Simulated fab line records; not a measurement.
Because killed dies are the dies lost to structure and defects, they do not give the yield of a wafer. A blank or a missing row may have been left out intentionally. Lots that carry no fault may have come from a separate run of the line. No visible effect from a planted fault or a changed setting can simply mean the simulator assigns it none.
fab line records	flow rit_cmos	part 1 of 2: steps 1 to 29 of 42
record lots=5	wafers=15	last_day=5
route steps=202 shown NSD@138 PSD@142 SDANNEAL@153 PLDD@159 NLDD@160 SILICIDE@161 CONTACT@168
lots with no fault: from the same line, run without faults
start_h: hours from the record's opening day to when the first of the lot's shown wafers began	wait_h: hours elapsed since this lot's preceding step	" identical to the entry in the row above	L1.1+2: a single row standing in for several wafers	- no value, or no start given	* or withheld: withheld	< > ~ a bound
route shown NAME@n: a module of which the file shows steps, and the number in the route of the first	usual: mean/standard deviation taken from wafers without a fault	same: alike in all rows	chamber/n: place in a boat	sites: readings site by site	_std_site: standard deviation of those values	_edge_site: inner sites' mean taken away from outer sites' mean	radius_mm: how far each site lies from the wafer's centre	mask NAME#n: copy n	behind: the tool/chamber that last shaped the wafer	hold: the reason the lot was held/the length of the hold in hours/how it ended	device: names the non-switching transistor (n, p or np)	end of line: tests of these same wafers at the route's end	for a step that has no rows: nothing shown but its recipe	killed: not the wafer's yield, but the dies lost to structure and defects at the first sort	map: the dies of a wafer, with x for killed, . for not killed, _ for no die there
set.NAME: the setting that was run; set.NAME@STEP: the one run at that earlier step	model.NAME: the simulator's own value behind a step, which no gauge read
lots seen at some steps along the route; tables by step, rows by wafer
services: from which hour (start_h, from the record's first day; less than 0 if before it) a tool's chamber was out of use, for how many hours, and why
## steps
# step RIT_NSD_HARDBAKE_07
# recipe resist=NOVOLAK	temp_c=140	time_s=60
lot.wafer	tool	chamber	start_h	wait_h
L074.1+2+4	litho_track-02	0	59.51	0.0
L078.2+3+5	litho_track-02	0	74.70	0.0
L079.2+4+6	litho_track-04	0	82.80	0.0
L081.2+4+5	litho_track-02	0	91.57	0.0
L086.2+5+6	litho_track-03	0	113.43	0.0
# step RIT_NSD_IMPLANT_08
# recipe species=P	energy_kev=25	dose_cm2=1e+15	tilt_deg=7
# usual tilt_deg=6.998/0.018
lot.wafer	tool	chamber	start_h	wait_h	tilt_deg
L074.1	implanter-02	0	59.66	0.1	7.012
L074.2	"	0	"	"	7.023
L074.4	"	0	"	"	6.994
L078.2	implanter-02	0	74.85	0.1	7.002
L078.3	"	0	"	"	6.989
L078.5	"	0	"	"	6.998
L079.2	implanter-03	0	82.95	0.1	6.986
L079.4	"	0	"	"	6.990
L079.6	"	0	"	"	7.014
L081.2	implanter-04	0	91.72	0.1	6.987
L081.4	"	0	"	"	6.977
L081.5	"	0	"	"	6.984
L086.2	implanter-02	0	113.58	0.1	7.023
L086.5	"	0	"	"	7.035
L086.6	"	0	"	"	7.021
# step RIT_NSD_STRIP_09
# recipe chemistry=O2	time_s=180	resist=NOVOLAK	platen_temp_c=withheld	power_w=500	pressure_mtorr=4000	o2_flow_sccm=4000
# usual drypump_motor_current_A=5.7/0.47	o2_flow_sccm=3999/11
lot.wafer	tool	chamber	start_h	wait_h	drypump_motor_current_A	o2_flow_sccm	rf_hours_counter_h
L074.1	plasma_asher-01	1	59.81	0.1	5.5	3970	25
L074.2	"	0	"	"	5.4	3998	25
L074.4	"	0	"	"	5.4	4010	-
L078.2	plasma_asher-01	1	74.98	0.1	5.6	4005	26
L078.3	"	1	"	"	5.6	4002	-
L078.5	"	0	"	"	5.4	3990	-
L079.2	plasma_asher-01	1	83.07	0.1	5.6	3981	27
L079.4	"	1	"	"	5.5	3988	-
L079.6	"	1	"	"	5.6	3978	-
L081.2	plasma_asher-01	1	91.84	0.1	5.6	3995	28
L081.4	"	1	"	"	5.6	4015	-
L081.5	"	0	"	"	5.4	3982	-
L086.2	plasma_asher-01	0	113.71	0.1	5.4	3998	31
L086.5	"	0	"	"	5.4	3993	-
L086.6	"	1	"	"	5.5	3985	-
# step RIT_NSD_TW_MEAS_10
# usual NSD_TW=3121/25
lot.wafer	tool	chamber	start_h	wait_h	NSD_TW
L074.1	film_metro-01	-	59.99	0.1	3124
L074.2	"	-	"	"	3152
L074.4	"	-	"	"	3127
L078.2	film_metro-02	-	75.16	0.1	3125
L078.3	"	-	"	"	3126
L078.5	"	-	"	"	3140
L079.2	film_metro-01	-	83.26	0.1	3154
L079.4	"	-	"	"	3165
L079.6	"	-	"	"	3153
L081.2	film_metro-02	-	92.03	0.1	3126
L081.4	"	-	"	"	3135
L081.5	"	-	"	"	3123
L086.2	film_metro-04	-	113.89	0.1	3085
L086.5	"	-	"	"	3084
L086.6	"	-	"	"	3076
# step RIT_PSD_HMDS_00
# recipe prime_time_s=60	prime_temp_c=140
lot.wafer	tool	chamber	start_h	wait_h
L074.1+2+4	litho_track-01	0	60.05	0.1
L078.2+3+5	litho_track-01	0	75.47	0.3
L079.2+4+6	litho_track-02	0	83.33	0.1
L081.2+4+5	litho_track-04	0	92.10	0.1
L086.2+5+6	litho_track-02	0	113.97	0.1
# step RIT_PSD_COAT_01
# recipe resist=NOVOLAK	spin_rpm=3250	resist_thk_nm=1000
lot.wafer	tool	chamber	start_h	wait_h
L074.1+2+4	litho_track-01	0	60.20	0.1
L078.2+3+5	litho_track-01	0	75.62	0.1
L079.2+4+6	litho_track-02	0	83.48	0.1
L081.2+4+5	litho_track-04	0	92.25	0.1
L086.2+5+6	litho_track-02	0	114.12	0.1
# step RIT_PSD_SOFTBAKE_02
# recipe resist=NOVOLAK	temp_c=90	time_s=60
lot.wafer	tool	chamber	start_h	wait_h
L074.1+2+4	litho_track-01	0	60.35	0.1
L078.2+3+5	litho_track-01	0	75.77	0.1
L079.2+4+6	litho_track-02	0	83.63	0.1
L081.2+4+5	litho_track-04	0	92.40	0.1
L086.2+5+6	litho_track-02	0	114.27	0.1
# step RIT_PSD_EXPOSE_03
# recipe mask_id=M10	na=0.57	target_cd_nm=40900	dose_mj=250
# same na=0.57
lot.wafer	tool	chamber	start_h	wait_h	mask
L074.1+2+4	iline_stepper-01	0	60.50	0.1	M10#0
L078.2+3+5	iline_stepper-01	0	76.04	0.2	M10#0
L079.2+4+6	iline_stepper-01	0	83.78	0.1	M10#0
L081.2+4+5	iline_stepper-02	0	92.55	0.1	M10#0
L086.2+5+6	iline_stepper-01	0	114.54	0.2	M10#0
# step RIT_PSD_PEB_04
# recipe resist=NOVOLAK	temp_c=withheld	time_s=withheld
lot.wafer	tool	chamber	start_h	wait_h
L074.1+2+4	litho_track-02	0	60.78	0.3
L078.2+3+5	litho_track-04	0	76.29	0.2
L079.2+4+6	litho_track-04	0	83.90	0.1
L081.2+4+5	litho_track-04	0	92.67	0.1
L086.2+5+6	litho_track-01	0	114.66	0.1
# step RIT_PSD_DEVELOP_05
# recipe resist=NOVOLAK	develop_time_s=50	dev_temp_c=23
# same develop_time_s=50
lot.wafer	tool	chamber	start_h	wait_h
L074.1+2+4	litho_track-02	0	-	-
L078.2+3+5	litho_track-04	0	-	-
L079.2+4+6	litho_track-04	0	-	-
L081.2+4+5	litho_track-04	0	-	-
L086.2+5+6	litho_track-01	0	-	-
# step RIT_PSD_OVL_MEAS_06
# usual PSD_OVL=0.1/1.3
lot.wafer	tool	chamber	start_h	wait_h	PSD_OVL[nm]
L074.1	overlay-01	-	61.06	-	-0.4
L074.2	"	-	"	"	1.1
L074.4	"	-	"	"	-0.8
L078.2	overlay-02	-	76.55	-	-0.4
L078.3	"	-	"	"	1.5
L078.5	"	-	"	"	1.8
L079.2	overlay-01	-	84.16	-	0.2
L079.4	"	-	"	"	0.1
L079.6	"	-	"	"	0.9
L081.2	overlay-02	-	92.93	-	2.7
L081.4	"	-	"	"	0.2
L081.5	"	-	"	"	0.3
L086.2	overlay-01	-	114.92	-	2.3
L086.5	"	-	"	"	2.5
L086.6	"	-	"	"	2.9
# step RIT_PSD_HARDBAKE_07
# recipe resist=NOVOLAK	temp_c=140	time_s=60
lot.wafer	tool	chamber	start_h	wait_h
L074.1+2+4	litho_track-02	0	61.10	0.0
L078.2+3+5	litho_track-04	0	76.61	0.0
L079.2+4+6	litho_track-01	0	84.22	0.0
L081.2+4+5	litho_track-04	0	92.99	0.0
L086.2+5+6	litho_track-04	0	114.98	0.0
# step RIT_PSD_IMPLANT_08
# recipe species=BF2	energy_kev=27	dose_cm2=5e+15	tilt_deg=7
# usual tilt_deg=7.000/0.019
lot.wafer	tool	chamber	start_h	wait_h	tilt_deg
L074.1	implanter-02	0	61.25	0.1	6.978
L074.2	"	0	"	"	7.012
L074.4	"	0	"	"	6.972
L078.2	implanter-02	0	76.76	0.1	7.010
L078.3	"	0	"	"	7.047
L078.5	"	0	"	"	7.017
L079.2	implanter-01	0	84.37	0.1	7.034
L079.4	"	0	"	"	6.989
L079.6	"	0	"	"	7.014
L081.2	implanter-03	0	93.14	0.1	7.014
L081.4	"	0	"	"	7.019
L081.5	"	0	"	"	7.005
L086.2	implanter-02	0	115.13	0.1	7.011
L086.5	"	0	"	"	6.967
L086.6	"	0	"	"	7.000
# step RIT_PSD_STRIP_09
# recipe chemistry=O2	time_s=180	resist=NOVOLAK	platen_temp_c=withheld	power_w=500	pressure_mtorr=4000	o2_flow_sccm=4000
# usual drypump_motor_current_A=5.5/0.3	o2_flow_sccm=3999/11
lot.wafer	tool	chamber	start_h	wait_h	drypump_motor_current_A	o2_flow_sccm	rf_hours_counter_h
L074.1	plasma_asher-04	0	61.40	0.1	5.9	3991	43
L074.2	"	1	"	"	5.0	3996	43
L074.4	"	1	"	"	5.0	3998	-
L078.2	plasma_asher-02	0	76.88	0.1	6.1	4014	41
L078.3	"	0	"	"	6.1	4015	-
L078.5	"	1	"	"	5.3	3974	-
L079.2	plasma_asher-01	1	84.49	0.1	5.6	4009	27
L079.4	"	1	"	"	5.6	3990	-
L079.6	"	0	"	"	5.4	4003	-
L081.2	plasma_asher-01	1	93.26	0.1	5.6	3992	29
L081.4	"	1	"	"	5.6	3991	-
L081.5	"	1	"	"	5.6	4008	-
L086.2	plasma_asher-01	0	115.25	0.1	5.4	4024	31
L086.5	"	0	"	"	5.4	4014	-
L086.6	"	1	"	"	5.6	3998	-
# step RIT_PSD_TW_MEAS_10
# usual PSD_TW=3428/27
lot.wafer	tool	chamber	start_h	wait_h	PSD_TW
L074.1	film_metro-02	-	61.57	0.1	3430
L074.2	"	-	"	"	3432
L074.4	"	-	"	"	3425
L078.2	film_metro-01	-	77.07	0.1	3457
L078.3	"	-	"	"	3456
L078.5	"	-	"	"	3472
L079.2	film_metro-04	-	84.68	0.1	3397
L079.4	"	-	"	"	3387
L079.6	"	-	"	"	3400
L081.2	film_metro-02	-	93.45	0.1	3432
L081.4	"	-	"	"	3441
L081.5	"	-	"	"	3433
L086.2	film_metro-04	-	115.44	0.1	3378
L086.5	"	-	"	"	3373
L086.6	"	-	"	"	3383
# step RIT_SDANNEAL_CLEAN_00
# recipe chemistry=SC1	mix=3:3:50	time_s=600	temp_c=75
# usual bath_heat_duty_pct=14.7/1.4
lot.wafer	tool	chamber	start_h	wait_h	bath_heat_duty_pct
L074.1	wet_bench-04	2	61.63	0.1	13.3
L074.2	"	2	"	"	13.6
L074.4	"	2	"	"	13.0
L078.2	wet_bench-04	1	77.12	0.0	13.6
L078.3	"	1	"	"	13.5
L078.5	"	1	"	"	14.0
L079.2	wet_bench-03	3	84.73	0.0	14.8
L079.4	"	3	"	"	15.1
L079.6	"	3	"	"	15.5
L081.2	wet_bench-01	0	93.50	0.0	14.0
L081.4	"	0	"	"	13.4
L081.5	"	0	"	"	14.7
L086.2	wet_bench-03	0	115.49	0.0	18.1
L086.5	"	0	"	"	16.8
L086.6	"	0	"	"	18.8
# step RIT_SDANNEAL_CLEAN_01
# recipe chemistry=dHF	dilution=50:1	time_s=30
lot.wafer	tool	chamber	start_h	wait_h
L074.1+2+4	wet_bench-03	3	61.81	0.0
L078.2+3+5	wet_bench-01	2	77.29	0.0
L079.2+4+6	wet_bench-01	0	84.92	0.0
L081.2+4+5	wet_bench-03	3	93.69	0.0
L086.2+5+6	wet_bench-04	3	115.66	0.0
# step RIT_SDANNEAL_CLEAN_02
# recipe chemistry=SC2	mix=3:3:50	time_s=600	temp_c=75	dry=n2_spin
# usual bath_heat_duty_pct=14.7/1.8
lot.wafer	tool	chamber	start_h	wait_h	bath_heat_duty_pct
L074.1	wet_bench-04	2	61.83	0.0	13.5
L074.2	"	2	"	"	13.2
L074.4	"	2	"	"	14.2
L078.2	wet_bench-04	2	77.31	0.0	13.7
L078.3	"	2	"	"	12.6
L078.5	"	2	"	"	13.1
L079.2	wet_bench-04	3	84.94	0.0	13.9
L079.4	"	3	"	"	14.8
L079.6	"	3	"	"	12.9
L081.2	wet_bench-04	1	93.71	0.0	13.1
L081.4	"	1	"	"	13.9
L081.5	"	1	"	"	14.7
L086.2	wet_bench-03	3	115.68	0.0	15.1
L086.5	"	3	"	"	14.2
L086.6	"	3	"	"	14.5
# step RIT_SDANNEAL_RTA_03
# recipe temp_c=1050	time_s=5	idle_temp_c=600	ramp_up_c_per_s=342	ramp_down_c_per_s=171	cool_to_c=600	ambient=N2
# usual wafer_temp_C_max=1053.4/1.1
lot.wafer	tool	chamber	start_h	wait_h	wafer_temp_C_max
L074.1	rtp_anneal-01	0	62.00	0.0	1053.7
L074.2	"	0	"	"	1055.2
L074.4	"	0	"	"	1054.0
L078.2	rtp_anneal-01	0	77.49	0.0	1053.9
L078.3	"	0	"	"	1052.4
L078.5	"	0	"	"	1052.1
L079.2	rtp_anneal-02	0	85.12	0.0	1054.3
L079.4	"	0	"	"	1052.2
L079.6	"	0	"	"	1053.3
L081.2	rtp_anneal-02	0	93.89	0.0	1052.0
L081.4	"	0	"	"	1054.2
L081.5	"	0	"	"	1053.1
L086.2	rtp_anneal-01	0	115.87	0.0	1052.6
L086.5	"	0	"	"	1053.2
L086.6	"	0	"	"	1054.0
# step RIT_SDANNEAL_RS_MEAS_04
# recipe thk_meas_gauge=four-point-probe
# usual PSD_RS=115.70/0.27
lot.wafer	tool	chamber	start_h	wait_h	PSD_RS[ohm/sq]
L074.1	film_metro-02	-	62.06	0.0	115.26
L074.2	"	-	"	"	115.54
L074.4	"	-	"	"	115.49
L078.2	film_metro-02	-	77.56	0.1	115.88
L078.3	"	-	"	"	115.32
L078.5	"	-	"	"	115.59
L079.2	film_metro-02	-	85.19	0.1	115.64
L079.4	"	-	"	"	115.67
L079.6	"	-	"	"	115.68
L081.2	film_metro-01	-	93.96	0.1	115.79
L081.4	"	-	"	"	115.76
L081.5	"	-	"	"	115.69
L086.2	film_metro-02	-	115.93	0.1	115.75
L086.5	"	-	"	"	115.84
L086.6	"	-	"	"	116.25
# step RIT_SDANNEAL_RS_MEAS_05
# recipe thk_meas_gauge=four-point-probe
# usual NSD_RS=84.4/0.31
lot.wafer	tool	chamber	start_h	wait_h	NSD_RS[ohm/sq]
L074.1	film_metro-02	-	62.18	0.1	84.2
L074.2	"	-	"	"	84.1
L074.4	"	-	"	"	84.4
L078.2	film_metro-02	-	77.68	0.1	84.7
L078.3	"	-	"	"	84.8
L078.5	"	-	"	"	85.0
L079.2	film_metro-02	-	85.31	0.1	84.1
L079.4	"	-	"	"	84.2
L079.6	"	-	"	"	84.1
L081.2	film_metro-01	-	94.08	0.1	84.5
L081.4	"	-	"	"	84.9
L081.5	"	-	"	"	84.6
L086.2	film_metro-02	-	116.05	0.1	83.9
L086.5	"	-	"	"	84.0
L086.6	"	-	"	"	83.9
# step RIT_SDANNEAL_RS_MEAS_06
# recipe thk_meas_gauge=four-point-probe
# usual PLDD_RS=178.4/0.42
lot.wafer	tool	chamber	start_h	wait_h	PLDD_RS[ohm/sq]
L074.1	film_metro-02	-	62.30	0.1	178.7
L074.2	"	-	"	"	179.1
L074.4	"	-	"	"	178.7
L078.2	film_metro-02	-	77.80	0.1	179.2
L078.3	"	-	"	"	178.9
L078.5	"	-	"	"	178.6
L079.2	film_metro-02	-	85.43	0.1	178.0
L079.4	"	-	"	"	178.4
L079.6	"	-	"	"	178.3
L081.2	film_metro-01	-	94.20	0.1	178.6
L081.4	"	-	"	"	178.4
L081.5	"	-	"	"	178.6
L086.2	film_metro-02	-	116.17	0.1	178.6
L086.5	"	-	"	"	178.1
L086.6	"	-	"	"	178.5
# step RIT_SDANNEAL_RS_MEAS_07
# recipe thk_meas_gauge=four-point-probe
# usual NLDD_RS=151.5/0.62
lot.wafer	tool	chamber	start_h	wait_h	NLDD_RS[ohm/sq]
L074.1	film_metro-02	-	62.42	0.1	150.9
L074.2	"	-	"	"	150.8
L074.4	"	-	"	"	150.9
L078.2	film_metro-02	-	77.92	0.1	152.4
L078.3	"	-	"	"	152.0
L078.5	"	-	"	"	152.0
L079.2	film_metro-02	-	85.55	0.1	151.8
L079.4	"	-	"	"	151.0
L079.6	"	-	"	"	151.7
L081.2	film_metro-01	-	94.32	0.1	151.4
L081.4	"	-	"	"	151.6
L081.5	"	-	"	"	151.7
L086.2	film_metro-02	-	116.29	0.1	151.5
L086.5	"	-	"	"	151.2
L086.6	"	-	"	"	151.0
# step RIT_SILICIDE_WET_ETCH_00
# recipe chemistry=BOE	target=SiO2	target_depth_nm=14	time_s=15	dry=n2_spin	dilution=10:1	temp_c=21.5
# usual bath_heat_duty_pct=1.7/0.4
lot.wafer	tool	chamber	start_h	wait_h	bath_heat_duty_pct
L074.1	wet_bench-04	0	62.54	0.1	1.9
L074.2	"	0	"	"	2.1
L074.4	"	0	"	"	2.1
L078.2	wet_bench-03	1	78.02	0.1	2.0
L078.3	"	1	"	"	2.3
L078.5	"	1	"	"	2.4
L079.2	wet_bench-04	0	85.65	0.1	2.3
L079.4	"	0	"	"	1.5
L079.6	"	0	"	"	1.2
L081.2	wet_bench-04	0	94.42	0.1	1.7
L081.4	"	0	"	"	2.6
L081.5	"	0	"	"	2.1
L086.2	wet_bench-02	2	116.39	0.1	1.4
L086.5	"	2	"	"	1.3
L086.6	"	2	"	"	1.3
# step RIT_SILICIDE_SPUTTER_01
# recipe material=Ti	target_thk_nm=30	power_w=350	chamber_pressure_pa=0.667	gas=Ar	time_s=240	substrate_temp_c=25
# usual substrate_temp_c=25.02/0.11	throttle_valve_pct=29.8/0.95
lot.wafer	tool	chamber	start_h	wait_h	substrate_temp_c	throttle_valve_pct
L074.1	pvd_sputter-01	-	62.55	0.0	24.92	30.8
L074.2	"	-	"	"	25.06	31.2
L074.4	"	-	"	"	24.72	29.4
L078.2	pvd_sputter-04	-	78.04	0.0	25.10	30.2
L078.3	"	-	"	"	24.98	30.3
L078.5	"	-	"	"	25.01	31.1
L079.2	pvd_sputter-03	-	85.67	0.0	25.17	29.8
L079.4	"	-	"	"	24.98	29.0
L079.6	"	-	"	"	24.93	28.9
L081.2	pvd_sputter-03	-	94.43	0.0	24.97	28.9
L081.4	"	-	"	"	24.76	30.3
L081.5	"	-	"	"	25.04	30.3
L086.2	pvd_sputter-04	-	116.41	0.0	25.14	28.8
L086.5	"	-	"	"	24.97	29.7
L086.6	"	-	"	"	25.08	28.7
# step RIT_SILICIDE_RS_MEAS_02
# recipe thk_meas_gauge=four-point-probe	reads=Ti_of_SILICIDE_SPUTTER_01
# usual SILICIDE_TI_RS=48.0/0.57
lot.wafer	tool	chamber	start_h	wait_h	SILICIDE_TI_RS[ohm/sq]
L074.1	film_metro-04	-	62.70	0.1	48.2
L074.2	"	-	"	"	47.7
L074.4	"	-	"	"	48.0
L078.2	film_metro-02	-	78.21	0.1	47.4
L078.3	"	-	"	"	48.0
L078.5	"	-	"	"	47.7
L079.2	film_metro-03	-	85.84	0.1	47.7
L079.4	"	-	"	"	47.7
L079.6	"	-	"	"	47.5
L081.2	film_metro-02	-	94.60	0.1	47.3
L081.4	"	-	"	"	47.3
L081.5	"	-	"	"	48.1
L086.2	film_metro-03	-	116.58	0.1	49.1
L086.5	"	-	"	"	48.3
L086.6	"	-	"	"	48.4
# step RIT_SILICIDE_THK_MEAS_03
# recipe thk_meas_gauge=xrf	reads=Ti_of_SILICIDE_SPUTTER_01
# usual SILICIDE_TI_THK=30.20/0.28
lot.wafer	tool	chamber	start_h	wait_h	SILICIDE_TI_THK[nm]
L074.1	film_metro-04	-	62.82	0.1	30.31
L074.2	"	-	"	"	30.53
L074.4	"	-	"	"	30.56
L078.2	film_metro-02	-	78.32	0.1	30.45
L078.3	"	-	"	"	30.22
L078.5	"	-	"	"	30.31
L079.2	film_metro-03	-	85.95	0.1	30.48
L079.4	"	-	"	"	30.37
L079.6	"	-	"	"	30.39
L081.2	film_metro-02	-	94.71	0.1	30.58
L081.4	"	-	"	"	30.41
L081.5	"	-	"	"	30.11
L086.2	film_metro-03	-	116.69	0.1	29.77
L086.5	"	-	"	"	30.14
L086.6	"	-	"	"	30.11
# step RIT_SILICIDE_RTA_04
# recipe temp_c=650	time_s=10	idle_temp_c=25	ramp_up_s=5	ramp_down_s=5	cool_to_c=25	ambient=N2
# usual wafer_temp_C_max=653.4/0.85
lot.wafer	tool	chamber	start_h	wait_h	wafer_temp_C_max
L074.1	rtp_anneal-02	0	62.88	0.1	652.4
L074.2	"	0	"	"	652.1
L074.4	"	0	"	"	652.3
L078.2	rtp_anneal-02	0	78.38	0.1	652.1
L078.3	"	0	"	"	652.6
L078.5	"	0	"	"	652.2
L079.2	rtp_anneal-01	0	86.01	0.1	653.4
L079.4	"	0	"	"	654.7
L079.6	"	0	"	"	653.0
L081.2	rtp_anneal-01	0	94.77	0.1	654.6
L081.4	"	0	"	"	654.1
L081.5	"	0	"	"	653.5
L086.2	rtp_anneal-02	0	116.75	0.1	652.8
L086.5	"	0	"	"	653.4
L086.6	"	0	"	"	653.0
# step RIT_SILICIDE_WET_ETCH_05
# recipe chemistry=SPM	target=Ti	temp_c=90	time_s=120	dry=n2_spin
# usual bath_heat_duty_pct=13.4/1.8
lot.wafer	tool	chamber	start_h	wait_h	bath_heat_duty_pct
L074.1	wet_bench-04	2	62.95	0.1	10.8
L074.2	"	2	"	"	11.2
L074.4	"	2	"	"	11.2
L078.2	wet_bench-03	0	78.43	0.0	15.1
L078.3	"	0	"	"	14.7
L078.5	"	0	"	"	15.0
L079.2	wet_bench-04	0	86.06	0.0	14.8
L079.4	"	0	"	"	16.7
L079.6	"	0	"	"	15.8
L081.2	wet_bench-03	1	94.83	0.0	12.7
L081.4	"	1	"	"	14.3
L081.5	"	1	"	"	13.6
L086.2	wet_bench-04	2	116.80	0.0	11.4
L086.5	"	2	"	"	12.3
L086.6	"	2	"	"	12.2
